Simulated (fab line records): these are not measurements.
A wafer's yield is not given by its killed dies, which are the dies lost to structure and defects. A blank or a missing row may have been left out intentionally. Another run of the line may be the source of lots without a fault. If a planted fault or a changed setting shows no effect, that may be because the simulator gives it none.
2 desks, one fault / flow ritCmos / only its own numbers are on each desk; what lay behind them is given at the end

METROLOGY DESK
What the gauges read for every lot (on any tool): the sampled wafers with a number, averaged. Any lot whose mean is over 4 standard deviations away from the usual mean is out of limits and marked OUT; that distance is given in the brackets.
Columns: A = GATE_OVL at RIT_GATE_OVL_MEAS_17, usual 0.3 nm; B = NLDD_TW at RIT_NLDD_TW_MEAS_10, usual 2476; C = PSD_OVL at RIT_PSD_OVL_MEAS_06, usual 0.0 nm; D = SILICIDE_TI_RS at RIT_SILICIDE_RS_MEAS_02, usual 47.9 ohm/sq
lot=L668; first seen here=day 2 12:34; A=-0.7; B=2489; C=0.1; D=48.0
lot=L669; first seen here=day 2 18:53; A=0.2; B=2470; C=1.1; D=47.5
lot=L670; first seen here=day 3 00:04; A=1.6; B=2457; C=-0.3; D=47.8
lot=L671; first seen here=day 3 05:11; A=-1.4; B=2487; C=-1.1; D=48.4
lot=L672; first seen here=day 3 09:34; A=0.1; B=2493; C=0.5; D=47.5
lot=L673; first seen here=day 3 13:38; A=0.3; B=2488; C=-0.1; D=48.5
lot=L674; first seen here=day 3 18:24; A=0.5; B=2486; C=0.6; D=47.2
lot=L676; first seen here=day 4 05:27; A=0.8; B=2457; C=3536.3 (+99 or more) OUT; D=-
lot=L680; first seen here=day 5 04:16; A=-0.5; B=2476; C=3536.2 (+99 or more) OUT; D=-
lot=L681; first seen here=day 5 10:47; A=0.9; B=2473; C=3537.5 (+99 or more) OUT; D=-
lot=L682; first seen here=day 5 12:45; A=2.0; B=2478; C=1.5; D=48.0
lot=L683; first seen here=day 5 16:43; A=-0.4; B=2481; C=-1.0; D=47.5
lot=L687; first seen here=day 6 12:26; A=1.1; B=2497; C=-0.5; D=47.2
lot=L688; first seen here=day 6 16:13; A=1.0; B=2452; C=-1.1; D=49.2
lot=L689; first seen here=day 6 23:41; A=-0.9; B=2477; C=1.9; D=48.0
This desk's finding: out of limits on L676, L680, L681; first on L676, day 4 16:55 (PSD_OVL at RIT_PSD_OVL_MEAS_06). Within limits: L668, L669, L670, L671, L672, L673, L674, L682, L683, L687, L688, L689.

THE TOOL OWNER'S DESK: ilineStepper-01
The tool's own readings at RIT_PSD_EXPOSE_03 (exposes mask M10, target cd 40900 nm): means of the sampled wafers that have a number, for each lot that ran on this tool. Any lot whose mean is over 4 standard deviations away from the usual mean is out of limits and marked OUT; that distance is given in the brackets.
Columns: A = focusOffsetNm at RIT_PSD_EXPOSE_03, usual 0.0 nm
lot=L668; first seen here=day 3 00:02; A=0.4
lot=L669; first seen here=day 3 06:05; A=-0.8
lot=L671; first seen here=day 3 16:13; A=0.0
lot=L672; first seen here=day 3 20:46; A=0.2
lot=L676; first seen here=day 4 16:33; A=0.4
lot=L680; first seen here=day 5 15:42; A=-0.5
lot=L681; first seen here=day 6 00:52; A=0.6
Result from this desk: across the 7 lots, nothing is out of limits.

BROUGHT TOGETHER
The metrology desk could have raised an alarm at day 4 16:55, on L676, L680, L681.
The tool owner's desk saw nothing out of limits.
The tool owner's desk has L676, L680, L681 on record, within its limits.
Every lot named ran RIT_PSD_EXPOSE_03 on ilineStepper-01.

WHAT THE SIMULATOR HAD INSERTED
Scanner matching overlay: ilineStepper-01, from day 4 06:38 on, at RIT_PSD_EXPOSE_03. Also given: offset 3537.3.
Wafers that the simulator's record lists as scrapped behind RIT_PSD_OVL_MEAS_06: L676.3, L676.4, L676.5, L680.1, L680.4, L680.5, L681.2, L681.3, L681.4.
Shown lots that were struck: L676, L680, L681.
Per desk, hours elapsed from the start of the fault to the first reading out of limits: for the metrology desk, 10.
